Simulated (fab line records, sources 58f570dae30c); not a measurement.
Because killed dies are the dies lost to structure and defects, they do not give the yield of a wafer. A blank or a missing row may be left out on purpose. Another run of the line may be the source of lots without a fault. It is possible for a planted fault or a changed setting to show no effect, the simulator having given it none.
Comparing a struck lot with a sound one || flow berkeley_cmos170 || 14 out of 331 route steps
Sound: these wafers, L858.2, L858.4, L858.6. Wafers struck: L867.2, L867.3, L867.5. The cause is named last.
For every step that has rows: the tool of each side, followed by ch and its chambers, followed by its first start. Under that, the readings that differ: sound wafers || struck wafers || difference of the means || sigmas: that difference in standard deviations of wafers without a fault.
alike: readings with means less than 2 such deviations apart, plus words and numbers identical on both sides. not compared: withheld readings, readings lacking a value on some wafer, bounds such as >300 that could conceal the same value, and numbers that have no deviation in the record and whose values overlap.
The two part at a step that has a row with sigmas, a row that says differs or no value, or rows on one side only. Non-overlapping numbers with no deviation appear without sigmas and do not part them. A reading that every wafer of one side lacks parts them only if that side has two wafers or more.

first, 2 steps without rows for these wafers: UCB170_CONTACT_CLEAN_00 (cleans in SPM, time 600 s); UCB170_CONTACT_CVD_01 (deposits PSG from SiH4/O2/PH3, target thk 700 nm, time 2754 s).
UCB170_CONTACT_THK_MEAS_02:
  struck on film_metro-03, day 10 21:43; sound on film_metro-04, day 9 03:46
  alike: CONTACT_PSG_THK
then, 3 steps without rows for these wafers: UCB170_CONTACT_HMDS_03 (prime time 60 s); UCB170_CONTACT_COAT_04 (resist thk 900 nm); UCB170_CONTACT_SOFTBAKE_05 (time 60 s).
UCB170_CONTACT_STRIP_06: strips in O2.
  sound on plasma_asher-04 ch 0,1, day 9 04:16; struck on plasma_asher-03 ch 0,1, day 10 22:37
  alike: drypump_motor_current_A, oes_product_au, strip_time_to_endpoint_s
  not compared: rf_hours_counter_h
then, 1 step without rows for these wafers: UCB170_CONTACT_CLEAN_07 (cleans in SPM, time 600 s).
UCB170_CONTACT_RTA_08: time 10 s.
  sound on rtp_anneal-02 ch 0, day 9 04:33; struck on rtp_anneal-02 ch 0, day 10 22:54
  alike: lamp_power_pct, wafer_temp_C_max
then, 3 steps without rows for these wafers: UCB170_CONTACT_COAT_09; UCB170_CONTACT_COAT_10 (resist thk 900 nm); UCB170_CONTACT_SOFTBAKE_11 (time 60 s).
UCB170_CONTACT_EXPOSE_12: exposes mask CONT, target cd 700 nm.
  sound on krf_scanner-02 ch 0, day 9 05:23; struck on krf_scanner-01, day 11 00:02
  no value came back on the struck wafers for exposure_dose_mJ_cm2, focus_offset_nm (nm), na; on the sound wafers exposure_dose_mJ_cm2 reads 35.02 35.02 35.00
  alike: mask
following that, these wafers have no rows for 1 step: UCB170_CONTACT_PEB_13.

WHERE THEY PART
Within this record, at UCB170_CONTACT_EXPOSE_12 only.

WHY: what the simulator had put in
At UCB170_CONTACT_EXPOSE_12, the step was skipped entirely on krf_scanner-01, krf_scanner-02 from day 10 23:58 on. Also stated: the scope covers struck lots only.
